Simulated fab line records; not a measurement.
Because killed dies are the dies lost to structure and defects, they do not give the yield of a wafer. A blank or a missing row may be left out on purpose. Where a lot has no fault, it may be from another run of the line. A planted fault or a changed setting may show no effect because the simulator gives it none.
fab line records    flow berkeley_cmos170
[record] lots = 15  wafers = 45  last_day = 12
route steps=331 shown NWELL@24
lots untouched by any fault: they come from a run of this same line in which no faults occurred
start_h: hours from the record's first day to the start of the lot's first wafer shown    wait_h: hours from the lot's prior step to this one    " identical to the entry in the row above    L1.1+2: several wafers, shown together as one row    - no value, or no start given    * or withheld: withheld    < > ~ a bound
route shown NAME@n: NAME is a module with steps in the file, n the number in the route of the first one    usual: mean/standard deviation taken from wafers without a fault    same: alike in all rows    chamber/n: place in a boat    sites: per-site readings    _std_site: standard deviation across them    _edge_site: inner sites' mean taken away from outer sites' mean    radius_mm: for every site, how far away it sits from the centre of the wafer    mask NAME#n: copy n    behind: the tool/chamber that last shaped the wafer    hold: the reason the lot was held/the length of the hold in hours/how it ended    device: the transistor (n, p or np) that didn't switch    end of line: the route-end tests of the same wafers    a step given without rows: its recipe and nothing more    killed: dies lost to structure and defects at the first sort, not the wafer's yield    map: the dies of a wafer, with x for killed, . for not killed, _ for no die there
set.NAME: the setting the step ran with; set.NAME@STEP: the setting that earlier step ran with    model.NAME: the simulator's own value behind a step, which no gauge read
the route's steps for a sample of lots (tables are steps, rows are wafers)
[[steps]]
[step UCB170_NWELL_PEB_10]
[recipe] peb_temp_c = 130  peb_time_s = withheld  resist = KrF
[usual] chill_plate_temp_C = 23.00/0.1  exhaust_pa = 44.9/0.92  heater_power_total_W = 56.80/0.044
lot.wafer  tool            chamber  start_h  wait_h  chill_plate_temp_C  exhaust_pa  heater_power_total_W
L216.1     litho_track-04  0        33.24    0.1     23.07               45.0        56.81
L216.3     "               0        "        "       22.90               44.2        56.80
L216.6     "               0        "        "       22.97               44.6        56.80
L217.1     litho_track-03  0        39.99    0.2     22.92               45.1        56.85
L217.2     "               0        "        "       23.00               45.6        56.76
L217.4     "               0        "        "       23.23               44.5        56.80
L218.2     litho_track-04  0        40.20    0.1     23.02               43.8        56.82
L218.4     "               0        "        "       23.11               44.9        56.74
L218.5     "               0        "        "       22.92               46.7        56.83
L220.4     litho_track-01  -        55.28    0.2     -                   -           -
L220.5     "               -        "        "       -                   -           -
L220.6     "               -        "        "       -                   -           -
L221.3     litho_track-03  -        55.55    0.3     -                   -           -
L221.4     "               -        "        "       -                   -           -
L221.5     "               -        "        "       -                   -           -
L222.1     litho_track-03  -        66.98    0.1     -                   -           -
L222.4     "               -        "        "       -                   -           -
L222.6     "               -        "        "       -                   -           -
L223.1     litho_track-01  0        67.22    0.1     22.91               44.4        56.73
L223.5     "               0        "        "       22.87               43.5        56.77
L223.6     "               0        "        "       23.05               45.3        56.77
L224.2     litho_track-01  0        75.27    0.1     23.08               42.8        56.82
L224.4     "               0        "        "       22.94               44.1        56.82
L224.5     "               0        "        "       22.96               44.9        56.69
L227.1     litho_track-03  0        92.04    0.1     23.08               45.4        56.76
L227.2     "               0        "        "       22.99               45.8        56.82
L227.6     "               0        "        "       22.93               45.2        56.77
L230.1     litho_track-04  0        110.36   0.6     22.86               44.8        56.80
L230.3     "               0        "        "       22.93               44.8        56.79
L230.5     "               0        "        "       23.09               45.9        56.81
L232.1     litho_track-03  0        110.63   0.6     22.83               45.7        56.80
L232.3     "               0        "        "       23.06               45.7        56.76
L232.4     "               0        "        "       22.94               44.7        56.78
L231.1     litho_track-01  0        110.70   0.4     22.99               45.9        56.77
L231.4     "               0        "        "       23.00               45.9        56.88
L231.5     "               0        "        "       23.00               45.5        56.74
L235.1     litho_track-03  0        122.77   0.7     23.07               43.5        56.78
L235.4     "               0        "        "       23.16               42.2        56.85
L235.5     "               0        "        "       23.26               44.1        56.67
L238.3     litho_track-03  0        142.90   0.1     23.01               43.9        56.72
L238.4     "               0        "        "       22.96               45.8        56.82
L238.6     "               0        "        "       22.99               44.3        56.83
L237.2     litho_track-04  0        142.99   0.1     22.99               45.5        56.79
L237.3     "               0        "        "       22.94               45.3        56.80
L237.4     "               0        "        "       22.84               44.2        56.76
[[key]]
[first_sign] step = UCB170_NWELL_PEB_10  reading = tool_record  direction = missing
effect none on later readings
met_at UCB170_NWELL_PEB_10
struck_lots L220,L221,L222
later_rows_left_out L220.4,L220.5,L220.6,L221.3,L221.4,L221.5,L222.1,L222.4,L222.6
sort_left_out L220.4,L220.5,L220.6,L221.3,L221.4,L221.5,L222.1,L222.4,L222.6
tester_left_out L220,L221,L222
onset_between 39.99 55.28
[fault] kind = skipped_step_whole  tool = litho_track-01,litho_track-03  chamber = -  onset_h = 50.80  steps = UCB170_NWELL_PEB_10  scope = struck_lots_only
// tester_left_out: of these lots the tester's yield and bins aren't shown, on N5 and GAA mostly nor the transistor test; their killed dies are dies lost to structure and defects alone, not to doping, threshold or leakage, so they don't give the yield
// sort_left_out: the simulated sort isn't trusted on such a fault, so these wafers' sort isn't shown, and their yield isn't known
// later_rows_left_out: the simulator's readings of these wafers behind a module that went badly wrong aren't trusted and aren't shown, but for the sort
